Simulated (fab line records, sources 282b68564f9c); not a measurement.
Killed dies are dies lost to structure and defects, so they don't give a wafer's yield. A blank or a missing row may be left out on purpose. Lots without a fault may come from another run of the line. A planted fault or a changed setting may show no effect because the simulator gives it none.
A struck lot beside a sound one | flow rit_cmos | 13 steps out of a route of 202
Sound: wafers L583.1, L583.3, L583.6. Struck: wafers L588.4, L588.5, L588.6. The cause comes at the end.
At each step with rows: each side's tool, then ch and its chambers, then its first start. Under that, the readings that differ: sound wafers | struck wafers | difference of the means | sigmas: that difference in standard deviations of wafers without a fault.
alike: readings whose means differ by less than 2 such deviations, and words and numbers that are the same on both sides. not compared: withheld readings, readings that some wafer has no value for, bounds like >300 that may hide the same value, and numbers for which the record gives no deviation and whose values overlap.
The two part at a step that has a row with sigmas, a row that says differs or no value, or rows on one side only. Numbers that don't overlap but have no deviation are shown without sigmas and don't part them. A reading that every wafer of one side lacks parts them only if that side has two wafers or more.

RIT_ACTIVE_BOW_MEAS_00:
  sound on film_metro-04, day 2 01:00; struck on film_metro-02, day 3 02:04
  alike: INCOMING_BOW
then, 1 step without rows for these wafers: RIT_ACTIVE_OXIDATION_01 (target thk 46.8 nm, ox time 3360 s).
RIT_ACTIVE_THK_MEAS_02:
  sound on film_metro-04, day 2 03:58; struck on film_metro-04, day 3 04:05
  alike: ACTIVE_OXIDE_THK
then, 1 step without rows for these wafers: RIT_ACTIVE_CVD_03 (deposits Si3N4 from SiH2Cl2/NH3, target thk 150 nm, time 1500 s).
RIT_ACTIVE_THK_MEAS_04:
  sound on film_metro-04, day 2 05:27; struck on film_metro-02, day 3 05:34
  alike: ACTIVE_NITRIDE_THK
then, 2 steps without rows for these wafers: RIT_ACTIVE_HMDS_05 (prime time 60 s); RIT_ACTIVE_COAT_06 (resist thk 1000 nm).
RIT_ACTIVE_SOFTBAKE_07: time 60 s.
  sound on litho_track-01 ch 0, day 2 05:49; struck on litho_track-01 ch 0, day 3 05:58
  reading                  | sound             | struck            | difference                    | sigmas
  heater_power_total_W (W) | 34.60 34.50 34.55 | 37.15 37.17 37.19 | +2.62                         | +55
  plate_temp_C (C)         | 89.96 90.06 90.16 | - - -             | no value on the struck wafers |
  run_length_s (s)         | 89.20 89.33 89.17 | 75.34 75.35 75.29 | -13.91                        | -70
then, 2 steps without rows for these wafers: RIT_ACTIVE_EXPOSE_08 (exposes mask M1, target cd 1400 nm); RIT_ACTIVE_PEB_09.
RIT_ACTIVE_DEVELOP_10: develop time 50 s.
  sound on litho_track-01 ch 0; struck on litho_track-04 ch 0
  reading                                     | sound           | struck         | difference | sigmas
  model.NOVOLAK_of_ACTIVE_COAT_06.thk_nm (nm) | 1002 999.8 1001 | 1006 1003 1008 | +5         |
RIT_ACTIVE_CD_MEAS_11: target cd 1400 nm.
  sound on cd_sem-02, day 2 06:29; struck on cd_sem-01, day 3 06:34
  alike: cd_nm
RIT_M1_PROBE_99:
  sound on prober-02, day 4 00:38; struck on prober-01, day 5 05:50
  alike: killed_at_front_end, killed_dies, killed_open, killed_short

WHERE THEY PART
Only at RIT_ACTIVE_SOFTBAKE_07, within this record. Later steps at which nothing parts them and some readings are alike: RIT_ACTIVE_CD_MEAS_11, RIT_M1_PROBE_99.

WHY: what the simulator had put in
Process parameter drift: litho_track-01, from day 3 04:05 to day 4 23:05, at RIT_ACTIVE_SOFTBAKE_07. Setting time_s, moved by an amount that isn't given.
